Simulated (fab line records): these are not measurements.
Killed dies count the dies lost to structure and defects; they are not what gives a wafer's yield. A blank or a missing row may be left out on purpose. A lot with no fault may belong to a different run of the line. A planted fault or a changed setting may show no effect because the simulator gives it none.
Which tool is to blame?    flow berkeley_cmos170    Sampling: 14 lots, 42 wafers, 6 of 331 route steps

## WHAT THE GAUGES SHOWED, per wafer
UCB170_ACTIVE_CD_MEAS_90: the cd target is 1200 nm.
lot   measured     on         cd_nm (nm)
L752  day 4 07:07  cd_sem-01  1199.8 1200.2 1200.5
L753  day 4 07:37  cd_sem-02  1201.7 1200.8 1201.7
L754  day 4 14:28  cd_sem-02  1200.7 1201.2 1199.6
L755  day 4 14:44  cd_sem-01  1199.1 1199.6 1201.3
L761  day 5 17:40  cd_sem-01  1199.3 1199.3 1200.4
L757  day 5 18:16  cd_sem-01  1199.4 1198.7 1200.0
L760  day 5 18:37  cd_sem-01  1200.7 1198.6 1199.6
L756  day 5 19:00  cd_sem-01  1201.7 1199.6 1200.6
L758  day 5 19:24  cd_sem-01  1202.4 1201.9 1202.2
L768  day 7 11:28  cd_sem-01  1202.8 1201.4 1201.0
L767  day 7 11:49  cd_sem-02  1201.1 1201.6 1200.8
L769  day 7 12:17  cd_sem-01  1201.1 1200.8 1200.4
L773  day 8 08:47  cd_sem-02  1200.4 1198.4 1199.5
L774  day 8 17:25  cd_sem-02  1196.7 1197.8 1197.0

UCB170_GATE_THK_MEAS_05.
lot   measured      on             GATE_POLY_THK (nm)
L752  day 6 00:56   film_metro-03  214.2 214.5 213.8
L753  day 5 19:29   film_metro-03  217.1 215.9 217.6
L754  day 6 09:41   film_metro-04  213.2 212.1 212.8
L755  day 6 09:41   film_metro-02  212.6 213.0 212.6
L761  day 7 04:27   film_metro-04  213.0 213.1 215.7
L757  day 7 04:27   film_metro-02  213.0 213.2 212.0
L760  day 7 04:27   film_metro-03  213.2 212.4 214.2
L756  day 7 04:31   film_metro-02  214.9 215.4 214.7
L758  day 7 04:32   film_metro-04  213.3 213.8 213.2
L768  day 9 02:17   film_metro-03  212.6 213.9 214.4
L767  day 9 02:15   film_metro-03  210.7 213.1 211.3
L769  day 9 02:14   film_metro-04  215.1 214.6 214.5
L773  day 10 06:26  film_metro-02  211.9 210.4 212.1
L774  day 10 06:28  film_metro-03  214.0 213.1 213.4

UCB170_NLDD_CD_MEAS_06: the cd target is 1200 nm.
lot   measured      on         cd_nm (nm)
L752  day 6 09:44   cd_sem-02  1201.3 1201.8 1201.4
L753  day 6 03:55   cd_sem-02  1200.7 1199.2 1200.3
L754  day 6 17:28   cd_sem-02  1196.6 1198.2 1196.4
L755  day 6 17:29   cd_sem-01  1198.7 1202.0 1199.6
L761  day 7 12:06   cd_sem-01  1201.6 1200.7 1201.4
L757  day 7 11:11   cd_sem-02  1202.6 1201.2 1202.0
L760  day 7 11:49   cd_sem-01  1201.2 1200.9 1200.2
L756  day 7 12:39   cd_sem-02  1198.5 1199.7 1200.9
L758  day 7 12:53   cd_sem-01  1201.6 1201.0 1200.9
L768  day 9 08:56   cd_sem-02  1199.7 1200.9 1201.2
L767  day 9 08:23   cd_sem-01  1199.8 1202.5 1200.6
L769  day 9 07:39   cd_sem-01  1201.4 1201.3 1201.9
L773  day 10 12:05  cd_sem-02  1203.3 1203.0 1204.1
L774  day 10 11:51  cd_sem-01  1200.4 1198.6 1199.6

UCB170_SDANNEAL_RS_MEAS_04: a four-point-probe measurement.
lot   measured      on             PLDD_RS (ohm/sq)
L752  day 6 20:15   film_metro-01  1031 1028 1032
L753  day 6 19:20   film_metro-02  1036 1036 1036
L754  day 7 04:35   film_metro-01  1029 1030 1030
L755  day 7 04:55   film_metro-03  1029 1030 1029
L761  day 7 22:40   film_metro-01  1033 1032 1028
L757  day 7 22:59   film_metro-03  1010 1011 1009 1008 1010 1009
L760  day 7 22:05   film_metro-02  1033 1033 1033
L756  day 8 00:01   film_metro-03  1032 1029 1032
L758  day 8 00:14   film_metro-02  1016 1015 1013 1014 1013 1015
L768  day 9 17:53   film_metro-03  1035 1034 1034
L767  day 9 17:40   film_metro-02  1036 1035 1038
L769  day 9 17:17   film_metro-03  1032 1035 1033
L773  day 10 22:40  film_metro-02  1032 1032 1035
L774  day 10 22:32  film_metro-03  1030 1032 1028

UCB170_SDANNEAL_RS_MEAS_05: a four-point-probe measurement.
lot   measured      on             NLDD_RS (ohm/sq)
L752  day 6 20:22   film_metro-01  614.2 614.2 616.4
L753  day 6 19:27   film_metro-02  618.9 617.7 616.8
L754  day 7 04:43   film_metro-01  618.8 616.8 616.8
L755  day 7 05:02   film_metro-03  616.4 616.3 616.0
L761  day 7 22:47   film_metro-01  616.8 618.1 617.7
L757  day 8 01:36   film_metro-03  614.2 614.8 616.3
L760  day 7 22:13   film_metro-02  618.7 618.3 618.2
L756  day 8 00:08   film_metro-03  616.3 614.9 615.0
L758  day 8 02:36   film_metro-02  617.6 618.1 617.5
L768  day 9 18:01   film_metro-03  612.2 614.2 615.0
L767  day 9 17:47   film_metro-02  618.0 619.0 617.7
L769  day 9 17:25   film_metro-03  615.6 616.1 616.4
L773  day 10 22:47  film_metro-02  616.7 617.5 617.2
L774  day 10 22:39  film_metro-03  616.9 616.8 615.9

## EACH LOT AND THE TOOL THAT RAN IT (in order: tool; ch and the chambers of the sampled wafers; start)
lot   UCB170_PLDD_IMPLANT_08
L752  implanter-04 ch 0, day 6 06:49
L753  implanter-01 ch 0, day 6 01:40
L754  implanter-03 ch 0, day 6 13:44
L755  implanter-01 ch 0, day 6 13:29
L761  implanter-04 ch 0, day 7 07:44
L757  implanter-01 ch 0, day 7 08:01
L760  implanter-01 ch 0, day 7 07:27
L756  implanter-04 ch 0, day 7 08:39
L758  implanter-01 ch 0, day 7 08:59
L768  implanter-03 ch 0, day 9 07:02
L767  implanter-04 ch 0, day 9 06:29
L769  implanter-03 ch 0, day 9 05:58
L773  implanter-03 ch 0, day 10 09:43
L774  implanter-04 ch 0, day 10 09:29
- UCB170_PLDD_IMPLANT_08

## AS READ BY THE TOOLS THEMSELVES (means over the sampled wafers that have a number; for cases with no such wafer, the mark the record gives instead)
UCB170_PLDD_IMPLANT_08.
lot   tool          dose_ions_cm2  faraday_current_uA  tilt_deg (degrees)
L752  implanter-04  5.000e+13      159                 6.981
L753  implanter-01  5.000e+13      160                 7.021
L754  implanter-03  5.002e+13      154                 6.987
L755  implanter-01  4.996e+13      158                 6.988
L761  implanter-04  5.006e+13      159                 7.001
L757  implanter-01  5.266e+13      170                 6.990
L760  implanter-01  5.002e+13      156                 6.996
L756  implanter-04  4.994e+13      156                 6.998
L758  implanter-01  5.273e+13      169                 6.995
L768  implanter-03  4.993e+13      156                 7.001
L767  implanter-04  4.997e+13      158                 7.021
L769  implanter-03  5.004e+13      157                 6.997
L773  implanter-03  4.994e+13      161                 7.027
L774  implanter-04  5.001e+13      160                 6.994

## THE ANSWER, worked out from the rows above alone
Rule: the lots themselves supply what counts as usual. The widest of any qualifying gaps counts: lots, ordered by their means at a reading, are off when they make up no more than a third of the lots, leave a main group of 4 or more, and stand apart from it by 3 or more times the standard deviation of that group's means. A main group is skipped when, at the precision printed for the reading in the tables above, its means are all equal. Also off: a lot with no number at a reading for which 4 or more lots have one. Any other lot the step has rows for is counted as sound. Order of review: gauges by route order, followed by the tools' own readings, for which a lot's mean as printed above is used. At the first step where some lot is off, the reading lying furthest off is the one used; lots without a number count as furthest.
Off: L757, L758, seen at UCB170_SDANNEAL_RS_MEAS_04 (PLDD_RS). The main group has a mean of 1032 ohm/sq with a standard deviation of 2.3.
A tool fits if, at a process step before that reading, it ran every lot that is off, and no sound lot after the first of them. Not tried: the gauges at UCB170_SDANNEAL_RS_MEAS_04; whatever is off there is also off at UCB170_PLDD_IMPLANT_08, on other tools, and gauge error can't account for it. One fits: UCB170_PLDD_IMPLANT_08 on implanter-01. Its last sound lot is L760 (day 7 07:27), its first lot that is off L757 (day 7 08:01): a fault that began between those two fits.
The tool's own readings at UCB170_PLDD_IMPLANT_08 bear it out: on the lots that are off they differ by more than 5 times the standard deviation of the sound lots' means. dose_ions_cm2 reads 5.270e+13 there against 4.999e+13 on the sound lots; faraday_current_uA reads 170 there against 158 on the sound lots.

## WHAT HAD BEEN PUT IN BY THE SIMULATOR
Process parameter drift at UCB170_PLDD_IMPLANT_08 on implanter-01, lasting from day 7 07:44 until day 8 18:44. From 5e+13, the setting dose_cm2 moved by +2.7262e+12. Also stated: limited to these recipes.
Shown lots that were struck: L757, L758. The rule given above showed the same thing.
